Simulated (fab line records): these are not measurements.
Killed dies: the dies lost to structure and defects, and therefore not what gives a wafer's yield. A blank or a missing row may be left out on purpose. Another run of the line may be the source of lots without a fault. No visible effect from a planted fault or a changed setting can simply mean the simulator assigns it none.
Matching of chambers -- flow berkeley_cmos170 -- UCB170_V1_CMP_02 on cmp-02 has 4 sister chambers
The step polishes SiO2. 18 wafers are shown with their chamber, then 9 later ones without.

== EACH WAFER AND ITS CHAMBER ==
wafer,chamber,motor_current_A (A),platen_rpm (rpm),slurry_filter_dp_kPa (kPa)
L680.1,1,13.0,59.99,13.38
L680.4,2,16.5,60.00,13.43
L680.5,3,14.5,60.01,13.51
L685.2,1,12.5,59.99,13.36
L685.4,3,13.8,60.02,13.42
L685.6,2,16.6,60.02,13.46
L683.2,3,15.0,60.01,13.59
L683.4,0,18.6,60.03,13.56
L683.5,3,14.1,60.08,13.43
L689.1,1,14.0,60.00,13.63
L689.2,0,18.1,60.00,13.33
L689.6,1,12.9,60.05,13.71
L690.2,3,14.4,59.99,13.56
L690.4,0,18.8,59.94,13.58
L690.6,0,18.5,59.97,13.56
L692.1,2,16.6,59.95,13.46
L692.5,0,18.8,60.00,13.47
L692.6,1,13.2,59.96,13.25

SIGNATURES (means of the wafers above)
reading,chamber 0,chamber 1,chamber 2,chamber 3,scatter within a chamber
motor_current_A,18.560,13.120,16.567,14.360,0.412
platen_rpm,59.9880,59.9980,59.9900,60.0220,0.0341
slurry_filter_dp_kPa,13.5000,13.4660,13.4500,13.5020,0.125
Rule: distance of a wafer from a chamber = root of the sum over the readings of ((wafer's reading minus chamber's mean) / reading's scatter) squared. The wafer belongs to the nearest chamber; if the next one is less than 2 further off, it can't be placed. The scatter: take each reading less its chamber's mean, square it, sum over the shown wafers, divide by the number of wafers less the number of chambers, and take the root.

== WAFERS WITH NO CHAMBER GIVEN ==
wafer,motor_current_A (A),platen_rpm (rpm),slurry_filter_dp_kPa (kPa)
L695.4,18.2,60.00,13.76
L695.5,18.1,59.97,13.38
L695.6,13.9,59.90,13.57
L700.2,13.3,59.94,13.68
L700.4,16.4,60.02,13.48
L700.6,18.3,59.99,13.66
L702.1,17.6,59.99,13.44
L702.2,14.9,60.04,13.54
L702.5,14.9,60.12,13.69

== WHICH CHAMBER EACH ONE RAN IN ==
wafer,from the rows above,in truth
L695.4,0,0
L695.5,0,0
L695.6,can't be placed: 1 or 3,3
L700.2,can't be placed: 1 or 3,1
L700.4,2,2
L700.6,0,0
L702.1,can't be placed: 0 or 2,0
L702.2,3,3
L702.5,3,3
6 of 9 placed correctly. Unplaceable from these rows: 3, with the true chamber sitting among the candidates in 3. Placed wrongly: 0.
